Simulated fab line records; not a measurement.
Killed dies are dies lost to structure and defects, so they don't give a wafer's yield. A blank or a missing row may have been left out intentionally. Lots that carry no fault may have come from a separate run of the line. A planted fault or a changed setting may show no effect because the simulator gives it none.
A lot that was struck, set against a sound lot -- flow rit cmos -- 28 out of 202 route steps
Sound: these wafers, L816.2, L816.3, L816.5. Wafers L814.1, L814.4, L814.6 were the ones struck. At the end, the cause is stated.
Order at every step that has rows: each side's tool, ch and its chambers, its first start. Under that, the readings that differ: sound wafers -- struck wafers -- difference of the means -- sigmas: that difference in standard deviations of wafers without a fault.
alike: readings with means less than 2 such deviations apart, plus words and numbers identical on both sides. not compared: withheld readings, readings lacking a value on some wafer, bounds such as >300 that could conceal the same value, and numbers that have no deviation in the record and whose values overlap.
Wherever a step has rows on one side only, a row that says differs or no value, or a row with sigmas, the two part there. When numbers do not overlap yet have no deviation, they are printed without sigmas and do not part them. Lack of a reading on every wafer of one side parts them only where that side has two or more wafers.

RIT_ACTIVE_BOW_MEAS_00:
  sound on film metro-01, day 3 02:01; struck on film metro-01, day 2 16:00
  alike: INCOMING_BOW
RIT_ACTIVE_OXIDATION_01: target thk 46.8 nm, ox time 3360 s.
  sound on furnace-01 ch 0, day 3 02:58; struck on furnace-01 ch 0, day 2 21:55
  alike: spike tc load C
RIT_ACTIVE_THK_MEAS_02:
  sound on film metro-03, day 3 04:55; struck on film metro-01, day 2 23:50
reading,sound,struck,difference,sigmas
ACTIVE_OXIDE_THK (nm),46.8 46.6 46.4,75.5 73.8 74.8,+28.1,+40
then, 1 step without rows for these wafers: RIT_ACTIVE_CVD_03 (deposits Si3N4 from SiH2Cl2/NH3, target thk 150 nm, time 1500 s).
RIT_ACTIVE_THK_MEAS_04:
  sound on film metro-01, day 3 06:23; struck on film metro-02, day 3 01:19
  alike: ACTIVE_NITRIDE_THK
then, 6 steps without rows for these wafers: RIT_ACTIVE_HMDS_05 (prime time 60 s); RIT_ACTIVE_COAT_06 (resist thk 1000 nm); RIT_ACTIVE_SOFTBAKE_07 (time 60 s); RIT_ACTIVE_EXPOSE_08 (exposes mask M1, target cd 1400 nm); RIT_ACTIVE_PEB_09; RIT_ACTIVE_DEVELOP_10 (develop time 50 s).
RIT_ACTIVE_CD_MEAS_11 targets a cd of 1400 nm.
  sound on cd sem-01, day 3 07:19; struck on cd sem-01, day 3 02:41
  alike: cd nm
then, 1 step without rows for these wafers: RIT_ACTIVE_HARDBAKE_12 (time 60 s).
RIT_ACTIVE_ETCH_13: etches Si3N4 in SF6, stops on SiO2, time 210 s, target depth 210 nm.
  sound on rie diel-01 ch 0,3, day 3 07:34; struck on rie diel-01 ch 2,3, day 3 03:05
reading,sound,struck,difference,sigmas
model.SiO2_of_ACTIVE_OXIDATION_01.thk nm (nm),44.97 46.57 46.39,74.36 72.02 73.66,+27.37,
  alike: drypump motor current A, oes product au, throttle valve pct
  not compared: rf hours counter h
RIT_ACTIVE_STRIP_14: strips in O2, time 180 s.
  sound on plasma asher-03 ch 0,1, day 3 07:41; struck on plasma asher-03 ch 1, day 3 03:16
  alike: drypump motor current A
  not compared: rf hours counter h
RIT_ACTIVE_CD_MEAS_90 targets a cd of 1400 nm.
  sound on cd sem-02, day 3 07:53; struck on cd sem-01, day 3 03:34
  alike: cd nm
then, 4 steps without rows for these wafers: RIT_ACTIVE_CLEAN_15 (cleans in SC1, time 600 s); RIT_ACTIVE_CLEAN_16 (cleans in dHF, time 30 s); RIT_ACTIVE_CLEAN_17 (cleans in SC2, time 600 s); RIT_FOX1_OXIDATION_00 (target thk 350.7 nm, ox time 1130 s).
RIT_FOX1_THK_MEAS_01:
  sound on film metro-04, day 3 11:10; struck on film metro-04, day 3 06:13
  alike: FOX1_OXIDE_THK
then, 2 steps without rows for these wafers: RIT_FOX1_WET_ETCH_02 (etches SiO2 in BOE, target depth 350 nm, time 390 s); RIT_FOX2_OXIDATION_00 (target thk 350.7 nm, ox time 1130 s).
RIT_FOX2_THK_MEAS_01:
  sound on film metro-04, day 3 13:33; struck on film metro-03, day 3 07:55
  alike: FOX2_OXIDE_THK
then, 1 step without rows for these wafers: RIT_FOX2_CLEAN_02 (cleans in dHF, time 180 s).
RIT_FOX2_WET_ETCH_03: etches Si3N4 in H3PO4, target depth 195 nm, time 2700 s.
  sound on wet bench-02 ch 3, day 3 13:40; struck on wet bench-04 ch 3, day 3 08:47
reading,sound,struck,difference,sigmas
model.SiO2_of_ACTIVE_OXIDATION_01.thk nm (nm),40.1 41.55 41.35,65.96 63.88 65.42,+24.09,
  alike: temp c
RIT_FOX2_THK_MEAS_90:
  sound on film metro-03, day 3 14:26; struck on film metro-04, day 3 09:32
  alike: FIELD_OXIDE_LEFT_1_THK
RIT_M1_PROBE_99:
  record: rows for the struck wafers here (prober-01, day 5 03:44), none for the sound ones

== WHERE THEY PART ==
First at RIT_ACTIVE_THK_MEAS_02; last, within this record, at RIT_M1_PROBE_99.

WHY: what had been put in by the simulator
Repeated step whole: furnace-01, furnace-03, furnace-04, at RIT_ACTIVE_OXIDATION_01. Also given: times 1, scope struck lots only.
